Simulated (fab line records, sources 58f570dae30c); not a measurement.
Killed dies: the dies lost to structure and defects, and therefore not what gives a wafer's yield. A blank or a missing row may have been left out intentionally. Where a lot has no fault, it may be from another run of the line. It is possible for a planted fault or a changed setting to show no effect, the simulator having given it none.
The tool behind it: which one? / flow berkeleyCmos170 / Sampling: 14 lots, 42 wafers, 2 of 331 route steps

## WHAT EACH GAUGE READ, for each wafer
UCB170_GATE_THK_MEAS_05.
lot=L942; measured=day 6 11:52; on=filmMetro-02; GATE_POLY_THK (nm)=215.2 214.2 214.3
lot=L943; measured=day 6 11:56; on=filmMetro-01; GATE_POLY_THK (nm)=215.2 218.1 217.1
lot=L944; measured=day 6 11:53; on=filmMetro-04; GATE_POLY_THK (nm)=213.4 214.4 212.8
lot=L945; measured=day 6 11:52; on=filmMetro-01; GATE_POLY_THK (nm)=214.7 213.7 213.6
lot=L946; measured=day 7 09:31; on=filmMetro-02; GATE_POLY_THK (nm)=212.8 213.4 212.8
lot=L947; measured=day 7 09:29; on=filmMetro-01; GATE_POLY_THK (nm)=215.0 212.9 214.1
lot=L951; measured=day 8 02:44; on=filmMetro-04; GATE_POLY_THK (nm)=214.0 210.5 212.1
lot=L957; measured=day 9 02:41; on=filmMetro-02; GATE_POLY_THK (nm)=117.3 116.2 115.3
lot=L958; measured=day 9 02:41; on=filmMetro-01; GATE_POLY_THK (nm)=117.8 115.8 116.7
lot=L960; measured=day 9 13:20; on=filmMetro-02; GATE_POLY_THK (nm)=211.6 212.0 212.7
lot=L961; measured=day 9 13:19; on=filmMetro-01; GATE_POLY_THK (nm)=214.2 211.9 213.3
lot=L963; measured=day 10 15:06; on=filmMetro-04; GATE_POLY_THK (nm)=216.4 213.9 212.8
lot=L964; measured=day 10 15:05; on=filmMetro-02; GATE_POLY_THK (nm)=216.9 216.9 215.4
lot=L965; measured=day 11 06:36; on=filmMetro-01; GATE_POLY_THK (nm)=214.6 215.7 214.7

## WHICH TOOL RAN EACH LOT (tool, then ch and the chambers of the sampled wafers, then the start)
lot=L942; UCB170_GATE_CVD_04=lpcvd-02 ch 1, day 6 10:28
lot=L943; UCB170_GATE_CVD_04=lpcvd-02 ch 0, day 6 10:28
lot=L944; UCB170_GATE_CVD_04=lpcvd-02 ch 0, day 6 10:28
lot=L945; UCB170_GATE_CVD_04=lpcvd-02 ch 1, day 6 10:28
lot=L946; UCB170_GATE_CVD_04=lpcvd-02 ch 0, day 7 08:05
lot=L947; UCB170_GATE_CVD_04=lpcvd-02 ch 1, day 7 08:05
lot=L951; UCB170_GATE_CVD_04=lpcvd-01 ch 1, day 8 01:19
lot=L957; UCB170_GATE_CVD_04=lpcvd-02 ch 0, day 9 01:17
lot=L958; UCB170_GATE_CVD_04=lpcvd-02 ch 1, day 9 01:17
lot=L960; UCB170_GATE_CVD_04=lpcvd-01 ch 0, day 9 11:55
lot=L961; UCB170_GATE_CVD_04=lpcvd-01 ch 1, day 9 11:55
lot=L963; UCB170_GATE_CVD_04=lpcvd-01 ch 0, day 10 13:41
lot=L964; UCB170_GATE_CVD_04=lpcvd-01 ch 0, day 10 13:41
lot=L965; UCB170_GATE_CVD_04=lpcvd-01 ch 1, day 11 04:29
- UCB170_GATE_CVD_04: deposits poly-Si from SiH4, time 1440 s, target thk 214 nm.

## WHAT THE TOOLS THEMSELVES READ (means of the sampled wafers that have a number; where no wafer has one, the mark that the record gives instead)
UCB170_GATE_CVD_04.
lot=L942; tool=lpcvd-02; sih4FlowSccm (sccm)=120.2; spikeTcCentreC (C)=612.0; spikeTcLoadC (C)=634.0; spikeTcSourceC (C)=628.8; susceptorTempC (C)=610.0; zonePowerSourcePct (%)=11.1
lot=L943; tool=lpcvd-02; sih4FlowSccm (sccm)=120.1; spikeTcCentreC (C)=612.6; spikeTcLoadC (C)=627.9; spikeTcSourceC (C)=628.9; susceptorTempC (C)=610.1; zonePowerSourcePct (%)=12.3
lot=L944; tool=lpcvd-02; sih4FlowSccm (sccm)=119.8; spikeTcCentreC (C)=612.3; spikeTcLoadC (C)=629.0; spikeTcSourceC (C)=629.2; susceptorTempC (C)=609.9; zonePowerSourcePct (%)=12.3
lot=L945; tool=lpcvd-02; sih4FlowSccm (sccm)=120.4; spikeTcCentreC (C)=611.7; spikeTcLoadC (C)=634.3; spikeTcSourceC (C)=628.3; susceptorTempC (C)=609.9; zonePowerSourcePct (%)=11.1
lot=L946; tool=lpcvd-02; sih4FlowSccm (sccm)=119.6; spikeTcCentreC (C)=613.9; spikeTcLoadC (C)=629.8; spikeTcSourceC (C)=629.6; susceptorTempC (C)=610.3; zonePowerSourcePct (%)=12.3
lot=L947; tool=lpcvd-02; sih4FlowSccm (sccm)=120.3; spikeTcCentreC (C)=612.7; spikeTcLoadC (C)=633.5; spikeTcSourceC (C)=629.7; susceptorTempC (C)=610.4; zonePowerSourcePct (%)=11.1
lot=L951; tool=lpcvd-01; sih4FlowSccm (sccm)=120.2; spikeTcCentreC (C)=611.3; spikeTcLoadC (C)=631.4; spikeTcSourceC (C)=629.7; susceptorTempC (C)=609.7; zonePowerSourcePct (%)=11.0
lot=L957; tool=lpcvd-02; sih4FlowSccm (sccm)=120.1; spikeTcCentreC (C)=588.5; spikeTcLoadC (C)=604.1; spikeTcSourceC (C)=603.5; susceptorTempC (C)=585.1; zonePowerSourcePct (%)=11.5
lot=L958; tool=lpcvd-02; sih4FlowSccm (sccm)=119.9; spikeTcCentreC (C)=586.3; spikeTcLoadC (C)=609.6; spikeTcSourceC (C)=604.0; susceptorTempC (C)=585.4; zonePowerSourcePct (%)=10.3
lot=L960; tool=lpcvd-01; sih4FlowSccm (sccm)=119.6; spikeTcCentreC (C)=612.3; spikeTcLoadC (C)=627.8; spikeTcSourceC (C)=629.5; susceptorTempC (C)=610.1; zonePowerSourcePct (%)=10.3
lot=L961; tool=lpcvd-01; sih4FlowSccm (sccm)=120.0; spikeTcCentreC (C)=610.9; spikeTcLoadC (C)=630.7; spikeTcSourceC (C)=629.6; susceptorTempC (C)=610.3; zonePowerSourcePct (%)=10.8
lot=L963; tool=lpcvd-01; sih4FlowSccm (sccm)=120.1; spikeTcCentreC (C)=612.7; spikeTcLoadC (C)=628.6; spikeTcSourceC (C)=630.2; susceptorTempC (C)=610.0; zonePowerSourcePct (%)=10.3
lot=L964; tool=lpcvd-01; sih4FlowSccm (sccm)=119.8; spikeTcCentreC (C)=611.7; spikeTcLoadC (C)=628.9; spikeTcSourceC (C)=629.0; susceptorTempC (C)=610.0; zonePowerSourcePct (%)=10.3
lot=L965; tool=lpcvd-01; sih4FlowSccm (sccm)=119.8; spikeTcCentreC (C)=611.6; spikeTcLoadC (C)=630.7; spikeTcSourceC (C)=628.4; susceptorTempC (C)=610.1; zonePowerSourcePct (%)=11.0

## THE ANSWER, worked out from the rows above alone
Rule: the lots themselves supply what counts as usual. Put in order of their means at a reading, lots are off if they are a third of the lots or fewer, leave a main group of 4 or more, and stand apart from it by a gap of 3 or more times the standard deviation of the main group's means; of several such gaps the widest counts. The tables above print the reading to a certain number of digits; a main group whose means all agree to those digits is not used. Also off: a lot with no number at a reading for which 4 or more lots have one. Any other lot the step has rows for is counted as sound. Order of review: gauges by route order, followed by the tools' own readings, for which a lot's mean as printed above is used. The first step at which some lot is off is used, and at that step the reading that is off furthest; a lot without a number counts as furthest.
Off: L957, L958, seen at UCB170_GATE_THK_MEAS_05 (GATE_POLY_THK). The main group has a mean of 214.1 nm with a standard deviation of 1.4.
If a tool, at a process step before that reading, ran all the lots that are off and no sound lot after the first of them, it fits. The gauges at UCB170_GATE_THK_MEAS_05 aren't tried: what is off there is off at UCB170_GATE_CVD_04 too, on other tools, and a gauge's error can't cause that. One fits: UCB170_GATE_CVD_04 on lpcvd-02. A fault onset in the window from L946 (day 7 08:05, its last sound lot) to L957 (day 9 01:17, its first lot off) fits.
The tool's own readings at UCB170_GATE_CVD_04 bear it out: on the lots that are off they differ by more than 5 times the standard deviation of the sound lots' means. spikeTcCentreC reads 587.4 C there against 612.1 C on the sound lots; spikeTcLoadC reads 606.9 C there against 630.5 C on the sound lots; spikeTcSourceC reads 603.8 C there against 629.2 C on the sound lots; susceptorTempC reads 585.2 C there against 610.1 C on the sound lots.

## WHAT THE SIMULATOR HAD PUT IN
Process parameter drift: lpcvd-02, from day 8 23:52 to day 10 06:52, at UCB170_GATE_CVD_04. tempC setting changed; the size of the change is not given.
Lots struck among those shown: L958, L957. The same result came from the rule above.
